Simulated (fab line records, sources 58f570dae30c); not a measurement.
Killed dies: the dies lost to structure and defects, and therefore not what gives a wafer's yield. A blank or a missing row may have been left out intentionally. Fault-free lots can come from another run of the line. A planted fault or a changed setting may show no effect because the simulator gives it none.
fab line records + flow berkeley_cmos170
record:
- lots: 14
- wafers: 42
- last_day: 12
route steps=331 shown ACTIVE@75 GATE@138 PLDD@149
lots that met no fault: taken from a fault-free run of the same line
start_h: hours from the record's opening day to when the first of the lot's shown wafers began + wait_h: how many hours have passed since the lot's step before this one + " as in the row above + L1.1+2: a row that stands for several wafers + - value missing, or start not given + * or withheld: withheld + < > ~ a bound
route shown NAME@n: NAME is a module with steps in the file, n the number in the route of the first one + usual: mean/standard deviation taken from wafers without a fault + same: alike in all rows + chamber/n: place in a boat + sites: each site's reading + _std_site: standard deviation across them + _edge_site: inner sites' mean taken away from outer sites' mean + radius_mm: how far each site lies from the wafer's centre + mask NAME#n: copy n + behind: the most recent tool/chamber to have shaped the wafer + hold: why the lot went on hold/how many hours it stayed there/how the hold came to an end + device: names the non-switching transistor (n, p or np) + end of line: the route-end tests of the same wafers + a step without rows: its recipe alone + killed: not the wafer's yield, but the dies lost to structure and defects at the first sort + map: a wafer's dies, x killed, . not, _ none there
set.NAME: setting as actually run; set.NAME@STEP: the setting as run at that earlier step + model.NAME: the simulator's own value behind a step, which no gauge read
one table for each step of the route and one row for each wafer, over a sample of lots
services: the hour from which a tool's chamber was out of use, counted from the record's first day as start_h (under 0 if before that day), plus the number of hours and why
== steps ==
step: UCB170_ACTIVE_ETCH_15
recipe:
- chemistry: CH3F/Ar/O2
- target: Si3N4
- stop_on: SiO2
- CH3F_flow_sccm: 20
- Ar_flow_sccm: 50
- O2_flow_sccm: 7
- pressure_mtorr: 50
- rf_w: 450
- target_depth_a: 2420
- over_etch_frac: 0.1
- time_s: 151
usual:
- O2_flow_sccm: 7.003/0.022
- chamber_pressure_mTorr: 50.00/0.043
- drypump_motor_current_A: 5.7/0.53
- mfc_ar_sccm: 50.00/0.16
- oes_product_au: 0.942/0.017
- throttle_valve_pct: 8.07/0.13
| lot.wafer | tool        | chamber | start_h | wait_h | O2_flow_sccm | chamber_pressure_mTorr | drypump_motor_current_A | mfc_ar_sccm | oes_product_au | rf_hours_counter_h | throttle_valve_pct |
|-----------|-------------|---------|---------|--------|--------------|------------------------|-------------------------|-------------|----------------|--------------------|--------------------|
| L696.1    | rie_diel-02 | 1       | 113.14  | 0.0    | 6.968        | 50.00                  | 5.6                     | 50.38       | 0.928          | 38                 | 8.06               |
| L696.2    | "           | 3       | "       | "      | 6.992        | 49.92                  | 5.6                     | 49.94       | 0.945          | 10                 | 7.97               |
| L696.5    | "           | 0       | "       | "      | 7.014        | 50.01                  | 6.2                     | 50.16       | 0.933          | -                  | 8.11               |
| L695.1    | rie_diel-03 | 2       | 113.94  | 0.0    | 7.009        | 49.92                  | 6.4                     | 49.99       | 0.943          | 97                 | 7.90               |
| L695.5    | "           | 0       | "       | "      | 7.010        | 50.03                  | 5.5                     | 50.06       | 0.971          | -                  | 8.04               |
| L695.6    | "           | 1       | "       | "      | 6.982        | 49.98                  | 6.4                     | 49.91       | 0.979          | -                  | 8.05               |
| L699.3    | rie_diel-03 | 1       | 123.90  | 0.0    | 7.042        | 49.98                  | 6.4                     | 50.07       | 0.957          | 15                 | 8.05               |
| L699.5    | "           | 2       | "       | "      | 6.991        | 50.01                  | 6.3                     | 49.89       | 0.934          | -                  | 7.92               |
| L699.6    | "           | 1       | "       | "      | 7.013        | 50.02                  | 6.4                     | 49.98       | 0.967          | -                  | 8.04               |
| L698.3    | rie_diel-01 | 1       | 123.98  | 0.0    | 6.963        | 50.00                  | 4.9                     | 50.13       | 0.927          | 132                | 8.01               |
| L698.4    | "           | 3       | "       | "      | 7.032        | 50.05                  | 5.1                     | 49.84       | 0.944          | 5                  | 8.31               |
| L698.6    | "           | 2       | "       | "      | 6.992        | 50.02                  | 5.9                     | 49.69       | 0.969          | -                  | 8.12               |
| L697.1    | rie_diel-02 | 0       | 124.04  | 0.0    | 7.035        | 49.93                  | 6.2                     | 50.15       | 0.931          | 5                  | 8.11               |
| L697.3    | "           | 3       | "       | "      | 7.020        | 50.01                  | 5.6                     | 49.70       | 0.943          | 11                 | 7.98               |
| L697.4    | "           | 1       | "       | "      | 7.003        | 49.96                  | 5.6                     | 49.83       | 0.929          | 38                 | 8.06               |
| L703.1    | rie_diel-02 | 1       | 144.90  | 0.0    | 7.026        | 50.02                  | 5.6                     | 50.06       | 0.928          | 39                 | 8.08               |
| L703.5    | "           | 3       | "       | "      | 7.005        | 49.91                  | 5.6                     | 50.16       | 0.945          | -                  | 7.98               |
| L703.6    | "           | 0       | "       | "      | 6.981        | 49.99                  | 6.2                     | 49.89       | 0.909          | -                  | 8.10               |
| L700.3    | rie_diel-03 | 2       | 145.17  | 0.0    | 6.970        | 50.01                  | 6.3                     | 49.94       | 0.930          | 98                 | 7.90               |
| L700.4    | "           | 1       | "       | "      | 6.982        | 50.02                  | 6.4                     | 49.93       | 0.960          | 16                 | 8.03               |
| L700.6    | "           | 1       | "       | "      | 6.977        | 50.00                  | 6.4                     | 49.92       | 0.958          | -                  | 8.05               |
| L702.2    | rie_diel-02 | 2       | 145.84  | 0.0    | 6.996        | 49.96                  | 5.3                     | 50.08       | 0.926          | 4                  | 8.20               |
| L702.5    | "           | 2       | "       | "      | 6.975        | 50.07                  | 5.2                     | 50.06       | 0.936          | -                  | 8.20               |
| L702.6    | "           | 1       | "       | "      | 6.994        | 50.08                  | 5.6                     | 50.06       | 0.929          | -                  | 8.07               |
| L707.1    | rie_diel-02 | 0       | 158.92  | 0.0    | 7.011        | 50.04                  | 6.2                     | 50.18       | 0.926          | 7                  | 8.10               |
| L707.4    | "           | 3       | "       | "      | 6.953        | 50.00                  | 5.6                     | 49.96       | 0.949          | -                  | 7.98               |
| L707.6    | "           | 0       | "       | "      | 6.994        | 50.01                  | 6.2                     | 50.16       | 0.919          | -                  | 8.10               |
| L706.2    | rie_diel-03 | 1       | 159.19  | 0.0    | 7.014        | 50.01                  | 6.4                     | 50.20       | 0.965          | 17                 | 8.04               |
| L706.3    | "           | 0       | "       | "      | 7.017        | 50.00                  | 5.5                     | 49.77       | 0.965          | 62                 | 8.06               |
| L706.6    | "           | 3       | "       | "      | 7.009        | 50.05                  | 4.7                     | 49.86       | 0.958          | -                  | 8.26               |
| L710.1    | rie_diel-01 | 3       | 170.35  | 0.0    | 7.040        | 50.03                  | 5.1                     | 50.13       | 0.937          | 7                  | 8.31               |
| L710.3    | "           | 2       | "       | "      | 7.027        | 50.00                  | 5.8                     | 50.00       | 0.959          | 117                | 8.12               |
| L710.4    | "           | 1       | "       | "      | 7.014        | 50.01                  | 4.9                     | 50.10       | 0.922          | 134                | 8.03               |
| L709.1    | rie_diel-02 | 0       | 170.42  | 0.0    | 7.019        | 50.10                  | 6.2                     | 49.88       | 0.919          | 8                  | 8.10               |
| L709.3    | "           | 3       | "       | "      | 7.034        | 50.07                  | 5.6                     | 50.03       | 0.947          | 13                 | 7.98               |
| L709.6    | "           | 1       | "       | "      | 6.999        | 50.07                  | 5.6                     | 50.02       | 0.936          | -                  | 8.07               |
| L712.2    | rie_diel-01 | 1       | 181.64  | 0.0    | 7.006        | 50.03                  | 4.9                     | 50.25       | 0.912          | 135                | 8.01               |
| L712.3    | "           | 3       | "       | "      | 7.033        | 50.03                  | 5.1                     | 49.98       | 0.941          | 8                  | 8.31               |
| L712.5    | "           | 2       | "       | "      | 6.982        | 50.01                  | 5.9                     | 50.13       | 0.965          | -                  | 8.14               |
| L713.3    | rie_diel-03 | 3       | 181.76  | 0.0    | 6.958        | 49.97                  | 4.7                     | 50.07       | 0.950          | 50                 | 8.25               |
| L713.4    | "           | 2       | "       | "      | 7.025        | 49.96                  | 6.3                     | 50.18       | 0.948          | 100                | 7.92               |
| L713.6    | "           | 3       | "       | "      | 6.972        | 49.96                  | 4.7                     | 50.06       | 0.963          | -                  | 8.25               |
step: UCB170_GATE_CD_MEAS_12
recipe:
- target_cd_nm: 350
usual:
- cd_nm: 350.2/1.4
| lot.wafer | tool      | chamber | start_h | wait_h | cd_nm |
|-----------|-----------|---------|---------|--------|-------|
| L696.1    | cd_sem-01 | -       | 167.22  | -      | 350.5 |
| L696.2    | "         | -       | "       | "      | 350.4 |
| L696.5    | "         | -       | "       | "      | 349.7 |
| L695.1    | cd_sem-01 | -       | 167.46  | -      | 350.9 |
| L695.5    | "         | -       | "       | "      | 349.9 |
| L695.6    | "         | -       | "       | "      | 351.0 |
| L699.3    | cd_sem-02 | -       | 176.00  | -      | 351.3 |
| L699.5    | "         | -       | "       | "      | 351.7 |
| L699.6    | "         | -       | "       | "      | 351.1 |
| L698.3    | cd_sem-02 | -       | 176.41  | -      | 349.7 |
| L698.4    | "         | -       | "       | "      | 350.8 |
| L698.6    | "         | -       | "       | "      | 348.9 |
| L697.1    | cd_sem-01 | -       | 176.42  | -      | 350.6 |
| L697.3    | "         | -       | "       | "      | 350.9 |
| L697.4    | "         | -       | "       | "      | 351.7 |
| L703.1    | cd_sem-02 | -       | 199.60  | -      | 349.9 |
| L703.5    | "         | -       | "       | "      | 351.1 |
| L703.6    | "         | -       | "       | "      | 349.3 |
| L702.2    | cd_sem-02 | -       | 200.26  | -      | 350.3 |
| L702.5    | "         | -       | "       | "      | 349.8 |
| L702.6    | "         | -       | "       | "      | 350.4 |
| L700.3    | cd_sem-02 | -       | 201.00  | -      | 348.3 |
| L700.4    | "         | -       | "       | "      | 349.5 |
| L700.6    | "         | -       | "       | "      | 349.1 |
| L706.2    | cd_sem-02 | -       | 216.58  | -      | 347.2 |
| L706.3    | "         | -       | "       | "      | 346.9 |
| L706.6    | "         | -       | "       | "      | 347.5 |
| L707.1    | cd_sem-02 | -       | 216.80  | -      | 347.1 |
| L707.4    | "         | -       | "       | "      | 348.6 |
| L707.6    | "         | -       | "       | "      | 347.3 |
| L709.1    | cd_sem-02 | -       | 227.91  | -      | 351.4 |
| L709.3    | "         | -       | "       | "      | 350.9 |
| L709.6    | "         | -       | "       | "      | 349.6 |
| L710.1    | cd_sem-01 | -       | 228.14  | -      | 349.4 |
| L710.3    | "         | -       | "       | "      | 348.7 |
| L710.4    | "         | -       | "       | "      | 349.9 |
| L713.3    | cd_sem-02 | -       | 242.52  | -      | 347.3 |
| L713.4    | "         | -       | "       | "      | 347.3 |
| L713.6    | "         | -       | "       | "      | 348.8 |
| L712.2    | cd_sem-01 | -       | 242.93  | -      | 352.0 |
| L712.3    | "         | -       | "       | "      | 352.6 |
| L712.5    | "         | -       | "       | "      | 351.4 |
step: UCB170_PLDD_PEB_04
recipe:
- peb_temp_c: 130
- peb_time_s: withheld
- resist: KrF
usual:
- heater_power_total_W: 56.80/0.045
| lot.wafer | tool           | chamber | start_h | wait_h | heater_power_total_W |
|-----------|----------------|---------|---------|--------|----------------------|
| L696.1    | litho_track-04 | 0       | 169.37  | 0.8    | 56.78                |
| L696.2    | "              | 0       | "       | "      | 56.74                |
| L696.5    | "              | 0       | "       | "      | 56.80                |
| L695.1    | litho_track-04 | 0       | 170.19  | 1.0    | 56.82                |
| L695.5    | "              | 0       | "       | "      | 56.78                |
| L695.6    | "              | 0       | "       | "      | 56.82                |
| L699.3    | litho_track-03 | 0       | 178.55  | 0.9    | 56.74                |
| L699.5    | "              | 0       | "       | "      | 56.82                |
| L699.6    | "              | 0       | "       | "      | 56.82                |
| L698.3    | litho_track-04 | 0       | 179.22  | 1.0    | 56.77                |
| L698.4    | "              | 0       | "       | "      | 56.82                |
| L698.6    | "              | 0       | "       | "      | 56.80                |
| L697.1    | litho_track-03 | 0       | 180.05  | 1.0    | 56.79                |
| L697.3    | "              | 0       | "       | "      | 56.79                |
| L697.4    | "              | 0       | "       | "      | 56.78                |
| L703.1    | litho_track-01 | 0       | 202.28  | 0.8    | 56.87                |
| L703.5    | "              | 0       | "       | "      | 56.82                |
| L703.6    | "              | 0       | "       | "      | 56.81                |
| L702.2    | litho_track-01 | 0       | 203     | -      | 56.75                |
| L702.5    | "              | 0       | "       | "      | 56.84                |
| L702.6    | "              | 0       | "       | "      | 56.77                |
| L700.3    | litho_track-04 | 0       | 204.10  | 0.8    | 56.83                |
| L700.4    | "              | 0       | "       | "      | 56.83                |
| L700.6    | "              | 0       | "       | "      | 56.85                |
| L707.1    | litho_track-01 | 0       | 218.76  | 0.1    | 56.82                |
| L707.4    | "              | 0       | "       | "      | 56.84                |
| L707.6    | "              | 0       | "       | "      | 56.74                |
| L706.2    | litho_track-04 | 0       | 218.76  | 0.3    | 56.87                |
| L706.3    | "              | 0       | "       | "      | 56.87                |
| L706.6    | "              | 0       | "       | "      | 56.88                |
| L709.1    | litho_track-01 | 0       | 231.70  | 1.0    | 56.79                |
| L709.3    | "              | 0       | "       | "      | 56.77                |
| L709.6    | "              | 0       | "       | "      | 56.77                |
| L710.1    | litho_track-04 | 0       | 231.99  | 0.9    | 56.90                |
| L710.3    | "              | 0       | "       | "      | 56.77                |
| L710.4    | "              | 0       | "       | "      | 56.83                |
| L713.3    | litho_track-04 | 0       | 245     | -      | 57.59                |
| L713.4    | "              | 0       | "       | "      | 57.64                |
| L713.6    | "              | 0       | "       | "      | 57.62                |
| L712.2    | litho_track-04 | 0       | 245.85  | 0.8    | 57.58                |
| L712.3    | "              | 0       | "       | "      | 57.60                |
| L712.5    | "              | 0       | "       | "      | 57.65                |
step: UCB170_PLDD_CD_MEAS_06
recipe:
- target_cd_nm: 1200
usual:
- cd_nm: 1200.3/1.3
| lot.wafer | tool      | chamber | start_h | wait_h | cd_nm  |
|-----------|-----------|---------|---------|--------|--------|
| L696.1    | cd_sem-01 | -       | 169.64  | -      | 1201.3 |
| L696.2    | "         | -       | "       | "      | 1201.2 |
| L696.5    | "         | -       | "       | "      | 1202.2 |
| L695.1    | cd_sem-02 | -       | 170.47  | -      | 1200.4 |
| L695.5    | "         | -       | "       | "      | 1199.7 |
| L695.6    | "         | -       | "       | "      | 1200.7 |
| L699.3    | cd_sem-02 | -       | 178.92  | -      | 1200.4 |
| L699.5    | "         | -       | "       | "      | 1201.4 |
| L699.6    | "         | -       | "       | "      | 1200.8 |
| L698.3    | cd_sem-02 | -       | 179.52  | -      | 1201.0 |
| L698.4    | "         | -       | "       | "      | 1199.4 |
| L698.6    | "         | -       | "       | "      | 1201.3 |
| L697.1    | cd_sem-01 | -       | 180.33  | -      | 1199.2 |
| L697.3    | "         | -       | "       | "      | 1200.0 |
| L697.4    | "         | -       | "       | "      | 1200.2 |
| L703.1    | cd_sem-02 | -       | 202.55  | -      | 1199.4 |
| L703.5    | "         | -       | "       | "      | 1198.3 |
| L703.6    | "         | -       | "       | "      | 1198.5 |
| L702.2    | cd_sem-02 | -       | 204.01  | -      | 1201.0 |
| L702.5    | "         | -       | "       | "      | 1200.7 |
| L702.6    | "         | -       | "       | "      | 1200.6 |
| L700.3    | cd_sem-02 | -       | 204.63  | -      | 1202.9 |
| L700.4    | "         | -       | "       | "      | 1200.9 |
| L700.6    | "         | -       | "       | "      | 1200.8 |
| L706.2    | cd_sem-01 | -       | 219.03  | -      | 1202.1 |
| L706.3    | "         | -       | "       | "      | 1203.3 |
| L706.6    | "         | -       | "       | "      | 1200.9 |
| L707.1    | cd_sem-02 | -       | 219.04  | -      | 1203.5 |
| L707.4    | "         | -       | "       | "      | 1201.5 |
| L707.6    | "         | -       | "       | "      | 1201.7 |
| L709.1    | cd_sem-02 | -       | 231.97  | -      | 1201.6 |
| L709.3    | "         | -       | "       | "      | 1201.2 |
| L709.6    | "         | -       | "       | "      | 1201.9 |
| L710.1    | cd_sem-01 | -       | 232.27  | -      | 1201.8 |
| L710.3    | "         | -       | "       | "      | 1200.8 |
| L710.4    | "         | -       | "       | "      | 1200.4 |
| L713.3    | cd_sem-02 | -       | 245.86  | -      | 1195.8 |
| L713.4    | "         | -       | "       | "      | 1196.6 |
| L713.6    | "         | -       | "       | "      | 1195.4 |
| L712.2    | cd_sem-02 | -       | 246.15  | -      | 1197.1 |
| L712.3    | "         | -       | "       | "      | 1195.0 |
| L712.5    | "         | -       | "       | "      | 1195.1 |
step: UCB170_PLDD_OVL_MEAS_07
usual:
- PLDD_OVL: -2/5
| lot.wafer | tool       | chamber | start_h | wait_h | PLDD_OVL[nm] |
|-----------|------------|---------|---------|--------|--------------|
| L696.1    | overlay-01 | -       | 169.76  | 0.1    | 7            |
| L696.2    | "          | -       | "       | "      | 4            |
| L696.5    | "          | -       | "       | "      | 8            |
| L695.1    | overlay-01 | -       | 170.59  | 0.1    | -1           |
| L695.5    | "          | -       | "       | "      | 9            |
| L695.6    | "          | -       | "       | "      | 3            |
| L699.3    | overlay-01 | -       | 179.01  | 0.1    | -5           |
| L699.5    | "          | -       | "       | "      | 1            |
| L699.6    | "          | -       | "       | "      | -7           |
| L698.3    | overlay-01 | -       | 179.61  | 0.1    | -6           |
| L698.4    | "          | -       | "       | "      | 1            |
| L698.6    | "          | -       | "       | "      | 0            |
| L697.1    | overlay-01 | -       | 180.45  | 0.1    | -2           |
| L697.3    | "          | -       | "       | "      | -3           |
| L697.4    | "          | -       | "       | "      | -1           |
| L703.1    | overlay-02 | -       | 202.67  | 0.1    | 0            |
| L703.5    | "          | -       | "       | "      | 6            |
| L703.6    | "          | -       | "       | "      | 0            |
| L702.2    | overlay-02 | -       | 204.12  | 0.1    | -4           |
| L702.5    | "          | -       | "       | "      | -5           |
| L702.6    | "          | -       | "       | "      | 1            |
| L700.3    | overlay-01 | -       | 204.72  | 0.1    | -7           |
| L700.4    | "          | -       | "       | "      | 0            |
| L700.6    | "          | -       | "       | "      | -16          |
| L706.2    | overlay-01 | -       | 219.14  | 0.1    | 2            |
| L706.3    | "          | -       | "       | "      | -6           |
| L706.6    | "          | -       | "       | "      | -4           |
| L707.1    | overlay-02 | -       | 219.16  | 0.1    | -3           |
| L707.4    | "          | -       | "       | "      | -2           |
| L707.6    | "          | -       | "       | "      | -6           |
| L709.1    | overlay-02 | -       | 232.09  | 0.1    | -1           |
| L709.3    | "          | -       | "       | "      | 5            |
| L709.6    | "          | -       | "       | "      | 3            |
| L710.1    | overlay-01 | -       | 232.39  | 0.1    | -5           |
| L710.3    | "          | -       | "       | "      | -5           |
| L710.4    | "          | -       | "       | "      | -3           |
| L713.3    | overlay-02 | -       | 245.96  | 0.1    | -5           |
| L713.4    | "          | -       | "       | "      | -2           |
| L713.6    | "          | -       | "       | "      | -7           |
| L712.2    | overlay-01 | -       | 246.25  | 0.1    | -1           |
| L712.3    | "          | -       | "       | "      | 4            |
| L712.5    | "          | -       | "       | "      | -9           |
== services ==
| tool        | chamber | start_h | hours | kind           |
|-------------|---------|---------|-------|----------------|
| rie_diel-01 | -       | 138.07  | 2.8   | pm             |
| rie_diel-02 | 1       | 158.02  | 3.9   | repair         |
| rie_diel-02 | -       | 184.25  | 0.2   | repair         |
| rie_diel-01 | 0       | 207.06  | -     | clean          |
| rie_diel-01 | 0       | 207.06  | 16.1  | scheduled_down |
| rie_diel-01 | 0       | 207.06  | 16.1  | vent_cycle     |
| rie_diel-02 | 0       | 238.93  | 3.3   | repair         |
== key ==
first_sign:
- step: UCB170_PLDD_PEB_04
- reading: heater_power_total_W
- direction: up
- sigmas: 18
- usual: 56.80
- struck: 57.61
effect:
- step: UCB170_PLDD_CD_MEAS_06
- reading: cd_nm
- direction: down
- sigmas: 3.6
- usual: 1200.3
- struck: 1195.8
met_at UCB170_PLDD_PEB_04
struck_lots L712,L713
tester_left_out L712,L713
not_acting_at UCB170_ACTIVE_ETCH_15,UCB170_GATE_CD_MEAS_12,UCB170_PLDD_OVL_MEAS_07
onset_between 231.99 245
fault:
- kind: process_parameter_drift
- tool: litho_track-04
- chamber: -
- onset_h: 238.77
- steps: UCB170_PLDD_PEB_04
- channel: peb_time_s
- offset: withheld
- shape: step
- end_h: 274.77
- acts_in: *
tester_left_out: of these lots the tester's yield and bins aren't shown, on N5 and GAA mostly nor the transistor test; their killed dies are dies lost to structure and defects alone, not to doping, threshold or leakage, so they don't give the yield
